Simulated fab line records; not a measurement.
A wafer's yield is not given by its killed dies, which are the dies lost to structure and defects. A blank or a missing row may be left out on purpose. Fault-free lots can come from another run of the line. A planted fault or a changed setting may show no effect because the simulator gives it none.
fab line records	flow berkeley_cmos170	part 2 of 2: steps 31 to 41 of 41
record: lots: 5	wafers: 15	last_day: 13
route steps=331 shown PSD@185 NSD@187 BACKSIDE@199 SDANNEAL@204 PLDD@208 NLDD@209 SILICIDE@210 CONTACT@216
lots untouched by any fault: they come from a run of this same line in which no faults occurred
start_h: start of the lot's first displayed wafer, in hours after the record's first day	wait_h: hours from the lot's prior step to this one	" repeats the value in the row above	L1.1+2: a single row standing in for several wafers	- no value present, or no start provided	* or withheld: withheld	< > ~ a bound
route shown NAME@n: names a module that has steps shown in the file, with the first one's number in the route	usual: the fault-free wafers' mean and standard deviation	same: alike in all rows	chamber/n: place in a boat	sites: per-site readings	_std_site: standard deviation across them	_edge_site: mean of outer sites minus mean of inner sites	radius_mm: for every site, how far away it sits from the centre of the wafer	mask NAME#n: copy n	behind: the tool/chamber that last shaped the wafer	hold: why the lot went on hold/how many hours it stayed there/how the hold came to an end	device: transistor that didn't switch, given as n, p or np	end of line: tests run on the same wafers once the route is complete	step lacking rows: just its recipe	killed: count of dies lost to structure and defects at first sort (not the wafer's yield)	map: per-die view of a wafer (x killed, . not killed, _ where there is no die)
set.NAME: setting as actually run; set.NAME@STEP: the setting as run at that earlier step	model.NAME: the simulator's own value behind a step, which no gauge read
lots at some steps of the route; a table a step, a row a wafer
services: a tool's chamber out of use, with start hour (start_h, from the record's first day; less than 0 if before it), hours out, and reason
== steps ==
step: UCB170_SILICIDE_WET_ETCH_05
recipe: chemistry: SPM	time_s: 45	temp_c: 120	target: Ti
lot.wafer	tool	chamber	start_h	wait_h
L081.3+4+5	wet_bench-01	0	205.84	0.0
L088.3+4+5	wet_bench-03	2	240.91	0.0
L093.1+3+5	wet_bench-03	1	260.10	0.1
L094.2+3+4	wet_bench-03	3	279.44	0.1
L096.2+3+5	wet_bench-03	1	280.02	0.2
step: UCB170_CONTACT_CLEAN_00
recipe: chemistry: SPM	temp_c: 120	time_s: 600
lot.wafer	tool	chamber	start_h	wait_h
L081.3+4+5	wet_bench-01	1	205.86	0.0
L088.3+4+5	wet_bench-03	3	240.93	0.0
L093.1+3+5	wet_bench-03	3	260.15	0.0
L094.2+3+4	wet_bench-03	1	279.46	0.0
L096.2+3+5	wet_bench-03	1	280.04	0.0
step: UCB170_CONTACT_CVD_01
recipe: material: PSG	target_thk_nm: 700	temp_c: 450	precursor: SiH4/O2/PH3	time_s: 2820	pressure_mtorr: 300	sih4_flow_sccm: 60	o2_flow_sccm: 90	ph3_flow_sccm: 25
usual: spike_tc_load_C: 470/3.5	spike_tc_source_C: 468/4.5	zone_power_load_pct: 7.3/0.49
lot.wafer	tool	chamber	start_h	wait_h	spike_tc_load_C	spike_tc_source_C	zone_power_load_pct
L081.3	lpcvd-02	1	206.05	0.0	470	463	8.0
L081.4	"	1	"	"	472	462	8.0
L081.5	"	1	"	"	469	461	8.0
L088.3	lpcvd-02	0	241.11	0.0	476	474	6.6
L088.4	"	0	"	"	474	472	6.6
L088.5	"	0	"	"	475	473	6.8
L093.1	lpcvd-01	0	260.58	0.3	469	469	7.3
L093.3	"	0	"	"	471	471	7.3
L093.5	"	0	"	"	471	470	7.3
L094.2	lpcvd-02	0	279.64	0.0	476	473	6.6
L094.3	"	0	"	"	475	471	6.6
L094.4	"	0	"	"	474	471	6.6
L096.2	lpcvd-02	0	281.42	1.2	475	472	6.8
L096.3	"	0	"	"	476	474	6.7
L096.5	"	0	"	"	474	474	6.5
step: UCB170_CONTACT_THK_MEAS_02
recipe: reads: PSG_of_CONTACT_CVD_01
usual: CONTACT_PSG_THK: 702/6.6
lot.wafer	tool	chamber	start_h	wait_h	CONTACT_PSG_THK[nm]
L081.3	film_metro-02	-	207.85	0.0	703
L081.4	"	-	"	"	700
L081.5	"	-	"	"	692
L088.3	film_metro-01	-	242.91	0.0	705
L088.4	"	-	"	"	706
L088.5	"	-	"	"	704
L093.1	film_metro-03	-	262.37	0.0	694
L093.3	"	-	"	"	689
L093.5	"	-	"	"	698
L094.2	film_metro-03	-	281.43	0.0	701
L094.3	"	-	"	"	707
L094.4	"	-	"	"	694
L096.2	film_metro-03	-	283.21	0.0	704
L096.3	"	-	"	"	702
L096.5	"	-	"	"	703
step: UCB170_CONTACT_HMDS_03
recipe: prime_time_s: 60	prime_temp_c: 100
lot.wafer	tool	chamber	start_h	wait_h
L081.3+4+5	litho_track-01	0	207.94	0.1
L088.3+4+5	litho_track-01	0	243.15	0.2
L093.1+3+5	litho_track-01	0	262.58	0.2
L094.2+3+4	litho_track-02	0	281.51	0.1
L096.2+3+5	litho_track-01	0	283.97	0.7
step: UCB170_CONTACT_COAT_04
recipe: resist: KrF	spin_rpm: 1500	resist_thk_nm: 900
usual: spin_speed_rpm: 1500.2/1.1
lot.wafer	tool	chamber	start_h	wait_h	spin_speed_rpm
L081.3	litho_track-01	0	208.09	0.1	1500.2
L081.4	"	0	"	"	1499.9
L081.5	"	0	"	"	1499.0
L088.3	litho_track-01	0	243.30	0.1	1499.8
L088.4	"	0	"	"	1500.4
L088.5	"	0	"	"	1501.7
L093.1	litho_track-01	0	262.73	0.1	1500.3
L093.3	"	0	"	"	1499.9
L093.5	"	0	"	"	1500.3
L094.2	litho_track-02	0	281.66	0.1	1500.3
L094.3	"	0	"	"	1500.8
L094.4	"	0	"	"	1499.9
L096.2	litho_track-01	0	284.12	0.1	1499.3
L096.3	"	0	"	"	1498.5
L096.5	"	0	"	"	1499.5
step: UCB170_CONTACT_SOFTBAKE_05
recipe: resist: KrF	temp_c: 130	time_s: 60
lot.wafer	tool	chamber	start_h	wait_h
L081.3+4+5	litho_track-01	0	208.24	0.1
L088.3+4+5	litho_track-01	0	243.45	0.1
L093.1+3+5	litho_track-01	0	262.88	0.1
L094.2+3+4	litho_track-02	0	281.81	0.1
L096.2+3+5	litho_track-01	0	284.27	0.1
step: UCB170_CONTACT_STRIP_06
recipe: chemistry: O2	power_w: 400	pressure_mtorr: 3500	platen_temp_c: withheld	o2_flow_sccm: 400	overash_fraction: 0.5
usual: drypump_motor_current_A: 5.7/0.6	oes_product_au: 0.735/0.0041	strip_time_to_endpoint_s: 22.00/0.059
lot.wafer	tool	chamber	start_h	wait_h	drypump_motor_current_A	oes_product_au	rf_hours_counter_h	strip_time_to_endpoint_s
L081.3	plasma_asher-01	1	208.38	0.1	5.6	0.729	-	21.95
L081.4	"	0	"	"	5.0	0.728	-	21.94
L081.5	"	0	"	"	5.0	0.737	-	22.04
L088.3	plasma_asher-01	0	243.58	0.1	5.0	0.734	-	22.00
L088.4	"	1	"	"	5.6	0.738	-	22.01
L088.5	"	0	"	"	5.0	0.731	-	21.98
L093.1	plasma_asher-03	0	263.03	0.1	5.8	0.739	49	22.00
L093.3	"	0	"	"	5.8	0.738	-	21.94
L093.5	"	1	"	"	5.1	0.737	-	21.95
L094.2	plasma_asher-02	0	281.93	0.1	6.7	0.742	56	21.88
L094.3	"	1	"	"	6.0	0.733	-	21.92
L094.4	"	0	"	"	6.7	0.742	-	21.97
L096.2	plasma_asher-02	1	284.39	0.1	6.0	0.737	56	22.10
L096.3	"	0	"	"	6.7	0.734	-	22.07
L096.5	"	1	"	"	6.0	0.731	-	22.10
step: UCB170_CONTACT_CLEAN_07
recipe: chemistry: SPM	temp_c: 120	time_s: 600
lot.wafer	tool	chamber	start_h	wait_h
L081.3+4+5	wet_bench-03	2	208.44	0.0
L088.3+4+5	wet_bench-03	2	243.65	0.0
L093.1+3+5	wet_bench-01	2	264.21	1.1
L094.2+3+4	wet_bench-03	3	282.03	0.1
L096.2+3+5	wet_bench-04	0	284.49	0.1
step: UCB170_CONTACT_RTA_08
recipe: temp_c: 900	time_s: 10	ambient: N2
usual: lamp_power_pct: 21.6/1.4	wafer_temp_C_max: 904.3/1.9
lot.wafer	tool	chamber	start_h	wait_h	lamp_power_pct	wafer_temp_C_max
L081.3	rtp_anneal-02	0	208.64	0.0	22.9	910.6
L081.4	"	0	"	"	22.9	906.3
L081.5	"	0	"	"	22.9	906.6
L088.3	rtp_anneal-02	0	243.85	0.0	22.9	905.9
L088.4	"	0	"	"	22.9	906.3
L088.5	"	0	"	"	22.9	905.9
L093.1	rtp_anneal-01	0	264.45	0.1	20.1	902.9
L093.3	"	0	"	"	20.1	903.2
L093.5	"	0	"	"	20.1	902.9
L094.2	rtp_anneal-02	0	282.22	0.0	23.0	904.0
L094.3	"	0	"	"	22.9	904.9
L094.4	"	0	"	"	22.9	907.4
L096.2	rtp_anneal-02	0	284.68	0.0	22.9	905.7
L096.3	"	0	"	"	22.9	905.9
L096.5	"	0	"	"	22.9	905.9
step: UCB170_CONTACT_COAT_09
recipe: resist: BARC	temp_c: withheld	time_s: withheld	spin_rpm: 3000	resist_thk_nm: withheld
usual: spin_speed_rpm: 3000.2/2.3
lot.wafer	tool	chamber	start_h	wait_h	spin_speed_rpm
L081.3	litho_track-04	0	208.73	0.1	3000.5
L081.4	"	0	"	"	3006.1
L081.5	"	0	"	"	3002.4
L088.3	litho_track-02	0	243.94	0.1	2996.3
L088.4	"	0	"	"	2999.2
L088.5	"	0	"	"	2996.3
L093.1	litho_track-04	0	264.86	0.4	2999.7
L093.3	"	0	"	"	3004.5
L093.5	"	0	"	"	3005.4
L094.2	litho_track-01	0	282.34	0.1	2995.6
L094.3	"	0	"	"	2991.9
L094.4	"	0	"	"	2999.1
L096.2	litho_track-02	0	284.83	0.1	3001.2
L096.3	"	0	"	"	3002.3
L096.5	"	0	"	"	3001.4
== services ==
tool	chamber	start_h	hours	kind
implanter-01	-	179.49	2.7	repair
krf_scanner-02	-	184.67	1.3	pm
implanter-03	-	186.49	3.3	repair
plasma_asher-01	-	186.51	3.5	repair
implanter-03	-	211.38	1.7	repair
pvd_sputter-01	-	212.00	4.6	repair
krf_scanner-01	0	239.61	-	calibration
lpcvd-01	-	245.82	6.0	pm
rtp_anneal-01	-	253.73	4.6	pm
krf_scanner-02	-	258.97	1.0	pm
implanter-03	-	261.48	4.9	pm
wet_bench-01	-	262.86	1.3	repair
pvd_sputter-03	-	265.06	2.6	repair
pvd_sputter-03	-	266.34	1.8	repair
wet_bench-03	-	267.35	4.1	repair
krf_scanner-01	-	272.19	1.3	pm
plasma_asher-04	-	278.97	1.5	repair
